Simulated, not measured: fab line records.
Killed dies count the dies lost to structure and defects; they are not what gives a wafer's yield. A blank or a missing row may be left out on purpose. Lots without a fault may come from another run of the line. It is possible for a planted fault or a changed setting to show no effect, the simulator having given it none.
8D (eight disciplines) problem report, filled in by code    flow berkeley cmos170    the parts of the form that need people (team, actions taken, sign-off) are left out

1. PROBLEM STATEMENT
At UCB170_PLDD_SOFTBAKE_02, run length s averages 95.1 s over 6 wafers from 2 lots, while fault-free wafers read 89.2 s, standard deviation 0.32. Measured from the usual mean, that is +18 standard deviations.
The step: time 60 s.
The first sign was on wafer L881.3 at day 10 20:41, on litho track-04. The record has a number at this step for 42 wafers belonging to 14 lots. By rule, "out" or "out of limits" means more than 4 standard deviations away from the usual mean. The rest of the wafers with a number are treated as sound.

2. WHAT IT IS; WHAT IT IS NOT
question                     is                      is not
which readings at this step  run length s            -
which lots                   L881, L882              L867, L868, L869, L870, L871, L872, L876, L883, L884, L886, L887, L890
which wafers of those lots   all that have a number  -
read on which tools          litho track-04          litho track-02, litho track-03
when                         from day 10 20:41       up to then (21 sound wafers); but 15 sound wafers of L883, L884, L886, L887, L890 came after

3. WHAT RULES OUT EACH SUSPECT
Counting: a tool stays on the suspect list if, at a process step up to the reading, it processed all lots that are out and no sound lot following the first of them.
- litho track-04 at UCB170_PLDD_SOFTBAKE_02 (time 60 s): kept. It ran every lot that is out, first L881 (day 10 20:41), and no sound lot after that; its last sound lot up to then is L876 (day 9 17:25). Out on those wafers are its own readings of run length s.
The count leaves litho track-04 at UCB170_PLDD_SOFTBAKE_02.

4. THE CAUSE (what the simulator had put in)
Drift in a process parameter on litho track-04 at UCB170_PLDD_SOFTBAKE_02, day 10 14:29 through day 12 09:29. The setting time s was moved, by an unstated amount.
The count eliminated every tool but this one.

5. THE CHAIN OF EFFECTS, in route order
One row per reading whose mean, taken over the struck wafers that have a number, lies over 3 standard deviations from the usual. Readings are gone through only where the record gives a usual standard deviation; hours: the median, over the lots, of the time from a lot's start at the first step in this table giving one to that lot's start at this step; sigmas: the change measured in usual standard deviations.
hours  step                     reading       usual   on struck wafers  change  sigmas
0      UCB170_PLDD_SOFTBAKE_02  run length s  89.2 s  95.1              +5.9    +18
It contains these process steps:
- UCB170_PLDD_SOFTBAKE_02: time 60 s.
Later steps that measure or inspect, where all struck wafers having a row at the step show a number for every such reading and not one has moved that far: UCB170_CONTACT_OVL_MEAS_16, UCB170_M3_CD_MEAS_90.

6. HOW IT WOULD HAVE BEEN CAUGHT EARLIER
In this record the first reading out of limits was taken at day 10 20:41, 6 hours after the fault began at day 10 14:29.
